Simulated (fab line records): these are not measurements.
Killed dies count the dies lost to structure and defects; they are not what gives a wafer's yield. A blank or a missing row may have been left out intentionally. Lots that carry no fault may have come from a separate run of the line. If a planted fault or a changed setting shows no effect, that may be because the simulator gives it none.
A struck lot beside a sound one || flow rit-cmos || 30 steps out of a route of 202
Sound: wafers L521.2, L521.4, L521.6. Wafers L533.1, L533.2, L533.6 were the ones struck. Last of all comes the cause.
Per side, at each step with rows, come the tool, then ch with its chambers, and then its first start. Under that, the readings that differ: sound wafers || struck wafers || difference of the means || sigmas: that difference in standard deviations of wafers without a fault.
alike: words and numbers the same on both sides, and readings whose means are apart by under 2 such deviations; not compared: readings that were withheld, readings missing a value for some wafer, numbers with overlapping values and no deviation given by the record, and bounds like >300 which may hide the same value.
The two part at a step that has a row with sigmas, a row that says differs or no value, or rows on one side only. Non-overlapping numbers with no deviation appear without sigmas and do not part them. A reading missing from all wafers of one side parts the sides only when that side holds two or more wafers.

RIT_FOX2_THK_MEAS_01:
  sound on film-metro-02, day 2 05:17; struck on film-metro-03, day 4 16:42
  alike: FOX2_OXIDE_THK
then, 2 steps without rows for these wafers: RIT_FOX2_CLEAN_02 (cleans in dHF, time 180 s); RIT_FOX2_WET_ETCH_03 (etches Si3N4 in H3PO4, target depth 195 nm, time 2700 s).
RIT_FOX2_THK_MEAS_90:
  sound on film-metro-01, day 2 06:14; struck on film-metro-01, day 4 17:35
  alike: FIELD_OXIDE_LEFT_1_THK
then, 6 steps without rows for these wafers: RIT_NWELL_HMDS_00 (prime time 60 s); RIT_NWELL_COAT_01 (resist thk 1300 nm); RIT_NWELL_SOFTBAKE_02 (time 60 s); RIT_NWELL_EXPOSE_03 (exposes mask M2, target cd 43900 nm); RIT_NWELL_PEB_04; RIT_NWELL_DEVELOP_05 (develop time 68 s).
RIT_NWELL_OVL_MEAS_06:
  sound on overlay-01, day 2 07:10; struck on overlay-01, day 4 18:39
  alike: NWELL_OVL
then, 1 step without rows for these wafers: RIT_NWELL_HARDBAKE_07 (time 120 s).
RIT_NWELL_IMPLANT_08:
  sound on implanter-04 ch 0, day 2 07:28; struck on implanter-02 ch 0, day 4 18:56
{"reading": "dose-ions-cm2", "sound": "4.996e+13 4.998e+13 5.003e+13", "struck": "7.436e+13 7.439e+13 7.434e+13", "difference": "+2.437e+13", "sigmas": "+99 or more"}
{"reading": "faraday-current-uA", "sound": "160 157 161", "struck": "234 237 231", "difference": "+75", "sigmas": "+24"}
  alike: end-station-pressure-torr
RIT_NWELL_STRIP_09: strips in O2, time 180 s.
  sound on plasma-asher-04 ch 0,1, day 2 07:35; struck on plasma-asher-03 ch 0,1, day 4 19:05
  alike: drypump-motor-current-A
  not compared: rf-hours-counter-h
RIT_NWELL_TW_MEAS_10:
  sound on film-metro-01, day 2 07:47; struck on film-metro-04, day 4 19:16
{"reading": "NWELL_TW", "sound": "2170 2164 2145", "struck": "2403 2392 2393", "difference": "+236", "sigmas": "+13"}
then, 6 steps without rows for these wafers: RIT_PWELL_HMDS_00 (prime time 60 s); RIT_PWELL_COAT_01 (resist thk 1300 nm); RIT_PWELL_SOFTBAKE_02 (time 60 s); RIT_PWELL_EXPOSE_03 (exposes mask M3, target cd 43700 nm); RIT_PWELL_PEB_04; RIT_PWELL_DEVELOP_05 (develop time 68 s).
RIT_PWELL_OVL_MEAS_06:
  sound on overlay-01, day 2 08:50; struck on overlay-02, day 4 20:12
  alike: PWELL_OVL
then, 2 steps without rows for these wafers: RIT_PWELL_HARDBAKE_07 (time 120 s); RIT_PWELL_IMPLANT_08.
RIT_PWELL_STRIP_09: strips in O2, time 180 s.
  sound on plasma-asher-03 ch 0,1, day 2 09:16; struck on plasma-asher-01 ch 0,1, day 4 20:38
  alike: drypump-motor-current-A
  not compared: rf-hours-counter-h
RIT_PWELL_TW_MEAS_10:
  sound on film-metro-01, day 2 09:27; struck on film-metro-01, day 4 20:49
  alike: PWELL_TW
then, 1 step without rows for these wafers: RIT_WELLDRIVE_ANNEAL_00 (time 14700 s).
RIT_WELLDRIVE_RS_MEAS_01: the measuring method here is four-point-probe.
  sound on film-metro-01, day 2 14:37; struck on film-metro-02, day 5 02:52
{"reading": "NWELL_RS (ohm/sq)", "sound": "275.1 276.3 275.9", "struck": "216.8 217.1 216.6", "difference": -58.9, "sigmas": -87}
RIT_WELLDRIVE_RS_MEAS_02: the measuring method here is four-point-probe.
  sound on film-metro-01, day 2 14:44; struck on film-metro-02, day 5 02:59
  alike: PWELL_RS
RIT_M1_PROBE_99:
  sound on prober-01, day 3 20:13; struck on prober-01, day 6 08:40
{"reading": "model.etest.pmos_0p3.r-on-ohm-um", "sound": "6532 6526 6514", "struck": "6601 6730 6758", "difference": "+172", "sigmas": ""}
{"reading": "model.etest.nwell-pinched.rs-ohm-sq", "sound": "330.1 336.1 334.5", "struck": "258.8 264 262.3", "difference": -71.9, "sigmas": ""}
{"reading": "model.etest.well-edge-right.line-ohm-um", "sound": "180.9 182.5 181.4", "struck": "139.1 139.7 138", "difference": -42.7, "sigmas": ""}
{"reading": "model.etest.well-edge-left.line-ohm-um", "sound": "183.2 181.6 182.3", "struck": "137.7 138.6 139.2", "difference": -43.9, "sigmas": ""}
  alike: killed-at-contacts, killed-at-front-end, killed-dies, killed-open, killed-short
  not compared: model.etest.pmos-turned.r-on-ohm-um, model.etest.pmos_0p15.r-on-ohm-um, model.etest.pmos_0p15.drive-ua-um, model.etest.pmos-turned.drive-ua-um

== WHERE THEY PART ==
Last at RIT_WELLDRIVE_RS_MEAS_01 as far as this record goes, first at RIT_NWELL_IMPLANT_08. Later steps at which nothing parts them and some readings are alike: RIT_WELLDRIVE_RS_MEAS_02, RIT_M1_PROBE_99.

WHY: what the simulator had put in
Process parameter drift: implanter-02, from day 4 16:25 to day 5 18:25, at RIT_NWELL_IMPLANT_08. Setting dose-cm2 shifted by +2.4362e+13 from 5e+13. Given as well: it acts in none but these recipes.
